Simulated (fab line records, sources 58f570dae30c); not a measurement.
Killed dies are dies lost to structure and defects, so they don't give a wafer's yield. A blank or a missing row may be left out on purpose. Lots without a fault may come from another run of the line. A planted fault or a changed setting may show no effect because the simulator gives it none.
fab line records | flow berkeley_cmos170
record lots=6 wafers=18 last_day=12
route steps=331 shown M2@277
lots that met no fault: from a run of the same line without faults
start_h: hours from the record's first day to the start of the lot's first wafer shown | wait_h: hours since the lot's step before | " the same as in the row above | L1.1+2: a row that stands for several wafers | - no value, or no start given | * or withheld: withheld | < > ~ a bound
route shown NAME@n: a module of which the file shows steps, and the number in the route of the first | usual: mean/standard deviation of fault-free wafers | same: alike in all rows | chamber/n: place in a boat | sites: the reading at each site | _std_site: their standard deviation | _edge_site: outer sites' mean less inner sites' | radius_mm: how far each site lies from the wafer's centre | mask NAME#n: copy n | behind: the tool/chamber that last shaped the wafer | hold: why the lot was held/for how many hours/how that ended | device: the transistor (n, p or np) that didn't switch | end of line: the same wafers' tests at the end of the route | a step without rows: its recipe alone | killed: dies lost to structure and defects at the first sort, not the wafer's yield | map: a wafer's dies, x killed, . not, _ none there
set.NAME: the setting as run; set.NAME@STEP: as run at that earlier step | model.NAME: the simulator's own value behind a step, which no gauge read
lots at some steps of the route; a table a step, a row a wafer
services: from which hour (start_h, from the record's first day; less than 0 if before it) a tool's chamber was out of use, for how many hours, and why
## steps
# step UCB170_M2_SOFTBAKE_06
# recipe resist=KrF temp_c=130 time_s=60
# step UCB170_M2_STRIP_07
# recipe chemistry=O2 power_w=400 pressure_mtorr=3500 platen_temp_c=withheld o2_flow_sccm=400 overash_fraction=0.5
# usual drypump_motor_current_A=5.79/0.25 oes_product_au=0.735/0.0048 strip_time_to_endpoint_s=21.99/0.072
# columns lot.wafer tool chamber start_h wait_h drypump_motor_current_A oes_product_au rf_hours_counter_h strip_time_to_endpoint_s
L612.3 plasma_asher-01 1 212.15 0.1 5.50 0.732 - 22.09
L612.4 " 0 " " 5.99 0.731 - 22.06
L612.5 " 1 " " 5.51 0.734 - 22.05
L614.1 plasma_asher-03 1 219.05 0.1 5.54 0.741 51 22.02
L614.3 " 0 " " 5.79 0.734 - 22.08
L614.5 " 0 " " 5.81 0.732 - 22.06
L623.3 plasma_asher-04 1 248.93 0.1 5.91 0.743 - 22.04
L623.4 " 0 " " 6.33 0.736 - 21.99
L623.6 " 0 " " 6.32 0.744 - 21.95
L621.1 plasma_asher-03 1 250.57 0.1 5.57 0.736 55 21.97
L621.3 " 0 " " 5.78 0.727 - 22.01
L621.5 " 1 " " 5.54 0.723 - 21.94
L625.2 plasma_asher-03 1 272.38 0.1 5.54 0.737 58 21.96
L625.4 " 1 " " 5.54 0.728 - 21.95
L625.6 " 0 " " 5.83 0.737 - 21.94
L626.2 plasma_asher-01 0 273.58 0.1 5.97 0.728 18 21.90
L626.5 " 1 " " 5.53 0.737 - 21.93
L626.6 " 0 " " 5.95 0.734 - 21.89
# step UCB170_M2_STRIP_08
# recipe chemistry=DMSO temp_c=80 time_s=600 material=KrF
# step UCB170_M2_COAT_09
# recipe resist=BARC temp_c=withheld time_s=withheld spin_rpm=3000 resist_thk_nm=withheld
# step UCB170_M2_COAT_10
# recipe resist=KrF spin_rpm=1500 resist_thk_nm=900
# step UCB170_M2_SOFTBAKE_11
# recipe resist=KrF temp_c=130 time_s=60
# step UCB170_M2_EXPOSE_12
# recipe mask_id=METAL2 target_cd_nm=700 na=0.5 sigma_outer=0.6 source_shape=conventional dose_mj=26
# step UCB170_M2_PEB_13
# recipe peb_temp_c=130 peb_time_s=withheld resist=KrF
# step UCB170_M2_DEVELOP_14
# recipe developer=TMAH develop_time_s=43.67 resist=KrF dev_temp_c=21
# step UCB170_M2_CD_MEAS_15
# recipe target_cd_nm=700
# usual cd_nm=700.6/1.6
# columns lot.wafer tool chamber start_h wait_h cd_nm
L612.3 cd_sem-02 - 213.54 - 704.0
L612.4 " - " " 702.1
L612.5 " - " " 701.0
L614.1 cd_sem-01 - 221.12 - 700.4
L614.3 " - " " 700.1
L614.5 " - " " 701.4
L623.3 cd_sem-02 - 250.20 - 702.6
L623.4 " - " " 704.9
L623.6 " - " " 703.8
L621.1 cd_sem-01 - 251.98 - 701.0
L621.3 " - " " 700.3
L621.5 " - " " 698.3
L625.2 cd_sem-01 - 273.52 - 702.4
L625.4 " - " " 700.8
L625.6 " - " " 699.7
L626.2 cd_sem-01 - 274.72 - 699.7
L626.5 " - " " 700.9
L626.6 " - " " 701.7
# step UCB170_M2_OVL_MEAS_16
# usual M2_OVL=-1/6.3
# columns lot.wafer tool chamber start_h wait_h M2_OVL[nm]
L612.3 overlay-02 - 213.63 0.1 -5
L612.4 " - " " -2
L612.5 " - " " -4
L614.1 overlay-01 - 221.24 0.1 2
L614.3 " - " " -9
L614.5 " - " " -5
L623.3 overlay-02 - 250.29 0.1 -8
L623.4 " - " " 0
L623.6 " - " " -6
L621.1 overlay-02 - 252.10 0.1 -6
L621.3 " - " " -13
L621.5 " - " " -1
L625.2 overlay-02 - 273.63 0.1 7
L625.4 " - " " 4
L625.6 " - " " 5
L626.2 overlay-02 - 274.82 0.1 -1
L626.5 " - " " 4
L626.6 " - " " 6
# step UCB170_M2_ETCH_17
# recipe chemistry=N2/H2 target_depth_a=withheld overetch_a=withheld target=BARC time_s=withheld source_w=500 bias_w=100 pressure_mtorr=30 n2_flow_sccm=100 h2_flow_sccm=200
# usual drypump_motor_current_A=5.7/0.52 oes_product_au=1.004/0.021 throttle_valve_pct=13.33/0.19
# columns lot.wafer tool chamber start_h wait_h drypump_motor_current_A oes_product_au throttle_valve_pct
L612.3 rie_diel-03 1 213.65 0.0 6.5 1.008 13.30
L612.4 " 0 " " 5.8 0.999 13.30
L612.5 " 2 " " 6.3 1.042 13.24
L614.1 rie_diel-02 0 221.28 0.0 6.5 1.002 13.68
L614.3 " 2 " " 5.5 1.009 13.35
L614.5 " 0 " " 6.4 1.004 13.67
L623.3 rie_diel-03 1 250.31 0.0 6.5 0.999 13.32
L623.4 " 2 " " 6.3 1.054 13.25
L623.6 " 2 " " 6.3 1.053 13.26
L621.1 rie_diel-03 3 252.13 0.0 5.6 0.999 13.27
L621.3 " 0 " " 5.9 0.998 13.31
L621.5 " 0 " " 5.8 0.995 13.30
L625.2 rie_diel-02 3 273.66 0.0 5.9 0.990 13.47
L625.4 " 0 " " 6.4 0.987 13.67
L625.6 " 3 " " 5.9 0.995 13.48
L626.2 rie_diel-01 1 274.85 0.0 5.6 1.028 13.08
L626.5 " 1 " " 5.6 1.034 13.09
L626.6 " 0 " " 5.7 0.987 13.03
# step UCB170_M2_METAL_ETCH_18
# recipe chemistry=Cl2/BCl3 target=Al stop_on=SiO2 pressure_mtorr=12 target_depth_a=11700 over_etch_frac=0.3 time_s=195 icp_w=600 bias_w=120 Cl2_flow_sccm=90 bcl3_flow_sccm=45
# usual drypump_motor_current_A=5.8/0.39 oes_product_au=0.851/0.017 over_etch_frac=0.3/0 throttle_valve_pct=24.3/0.32
# columns lot.wafer tool chamber start_h wait_h drypump_motor_current_A oes_product_au over_etch_frac rf_hours_counter_h throttle_valve_pct model.KrF_of_M2_COAT_10.thk_nm
L612.3 rie_metal-04 1 213.76 - 5.6 0.827 0.3 - 24.1 189.9
L612.4 " 0 " " 5.8 0.853 0.3 - 24.0 194.3
L612.5 " 1 " " 5.7 0.829 0.3 - 24.1 192.7
L614.1 rie_metal-01 0 221.32 - 5.7 0.860 0.3 11 24.6 220.3
L614.3 " 1 " " 6.1 0.846 0.3 - 24.0 224.4
L614.5 " 1 " " 6.0 0.842 0.3 - 24.0 225.6
L623.3 rie_metal-01 1 250.48 - 6.0 0.836 0.3 - 24.0 213.6
L623.4 " 1 " " 6.0 0.852 0.3 - 24.0 217.4
L623.6 " 1 " " 6.0 0.844 0.3 - 24.0 214.9
L621.1 rie_metal-04 0 252.17 - 5.8 0.835 0.3642 13 24.0 175.6
L621.3 " 0 " " 5.8 0.817 0.3642 - 24.0 167.9
L621.5 " 1 " " 5.6 0.819 0.3642 - 24.1 154.8
L625.2 rie_metal-04 0 273.70 - 5.8 0.828 0.3642 14 24.0 173.1
L625.4 " 1 " " 5.7 0.816 0.3642 - 24.1 173.2
L625.6 " 0 " " 5.8 0.838 0.3642 - 24.0 183.3
L626.2 rie_metal-01 1 274.90 - 6.0 0.834 0.3 3 24.0 216.1
L626.5 " 0 " " 5.7 0.828 0.3 - 24.8 224.2
L626.6 " 1 " " 6.0 0.838 0.3 - 24.0 217.6
# step UCB170_M2_STRIP_19
# recipe chemistry=O2 power_w=400 pressure_mtorr=3500 platen_temp_c=withheld o2_flow_sccm=400 overash_fraction=0.5
# usual drypump_motor_current_A=5.81/0.26 oes_product_au=0.543/0.015
# columns lot.wafer tool chamber start_h wait_h drypump_motor_current_A oes_product_au rf_hours_counter_h
L612.3 plasma_asher-01 1 213.92 0.1 5.52 0.522 -
L612.4 " 0 " " 6.00 0.535 -
L612.5 " 1 " " 5.52 0.529 -
L614.1 plasma_asher-03 0 221.51 0.1 5.79 0.557 52
L614.3 " 0 " " 5.79 0.558 -
L614.5 " 0 " " 5.78 0.551 -
L623.3 plasma_asher-04 1 250.76 0.2 5.96 0.553 -
L623.4 " 0 " " 6.30 0.550 -
L623.6 " 1 " " 5.93 0.552 -
L621.1 plasma_asher-04 1 252.36 0.1 5.93 0.505 51
L621.3 " 0 " " 6.32 0.494 -
L621.5 " 0 " " 6.31 0.486 -
L625.2 plasma_asher-03 0 273.89 0.1 5.77 0.509 59
L625.4 " 0 " " 5.77 0.497 -
L625.6 " 1 " " 5.55 0.504 -
L626.2 plasma_asher-01 0 275.08 0.1 5.97 0.540 18
L626.5 " 1 " " 5.52 0.562 -
L626.6 " 0 " " 5.97 0.552 -
# step UCB170_M2_CD_MEAS_90
# recipe target_cd_nm=700
# usual cd_nm=703/5.3
# columns lot.wafer tool chamber start_h wait_h cd_nm
L612.3 cd_sem-02 - 214.02 0.1 700
L612.4 " - " " 708
L612.5 " - " " 696
L614.1 cd_sem-02 - 221.61 0.1 701
L614.3 " - " " 710
L614.5 " - " " 709
L623.3 cd_sem-01 - 250.87 0.1 709
L623.4 " - " " 715
L623.6 " - " " 710
L621.1 cd_sem-01 - 252.46 0.1 699
L621.3 " - " " 700
L621.5 " - " " 692
L625.2 cd_sem-01 - 274.01 0.1 703
L625.4 " - " " 695
L625.6 " - " " 703
L626.2 cd_sem-02 - 275.20 0.1 704
L626.5 " - " " 704
L626.6 " - " " 706
## services
# columns tool chamber start_h hours kind
rie_diel-03 0 198.74 2.9 repair
rie_metal-04 - 213.88 2.8 pm
rie_diel-03 3 231.73 1.2 repair
rie_diel-02 2 233.23 14.0 repair
rie_metal-01 0 238.91 - clean
rie_metal-01 0 238.91 18.3 scheduled_down
rie_metal-01 0 238.91 18.3 vent_cycle
rie_diel-01 2 252.43 13.5 repair
rie_diel-02 3 255.19 11.5 repair
plasma_asher-04 - 258.23 6.5 repair
## key
first_sign step=UCB170_M2_METAL_ETCH_18 reading=over_etch_frac direction=up sigmas=99+ usual=0.3 struck=0.3642
effect step=UCB170_M2_METAL_ETCH_18 reading=oes_product_au direction=down sigmas=1.5 usual=0.851 struck=0.825
effect step=UCB170_M2_STRIP_19 reading=oes_product_au direction=down sigmas=3 usual=0.543 struck=0.499
model_effect step=UCB170_M2_METAL_ETCH_18 value=KrF_of_M2_COAT_10.thk_nm without=205 struck=171.3
met_at UCB170_M2_METAL_ETCH_18
struck_wafers L621.1,L621.3,L621.5,L625.2,L625.4,L625.6
sort_left_out L625.2,L625.4,L625.6
onset_between 213.76 252.17
fault kind=process_parameter_drift tool=rie_metal-04 chamber=- onset_h=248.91 steps=UCB170_M2_METAL_ETCH_18 channel=over_etch_frac offset=0.064197 shape=step end_h=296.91 acts_in=these_recipes_only stated=0.3
# sort_left_out: the simulated sort isn't trusted on such a fault, so these wafers' sort isn't shown, and their yield isn't known
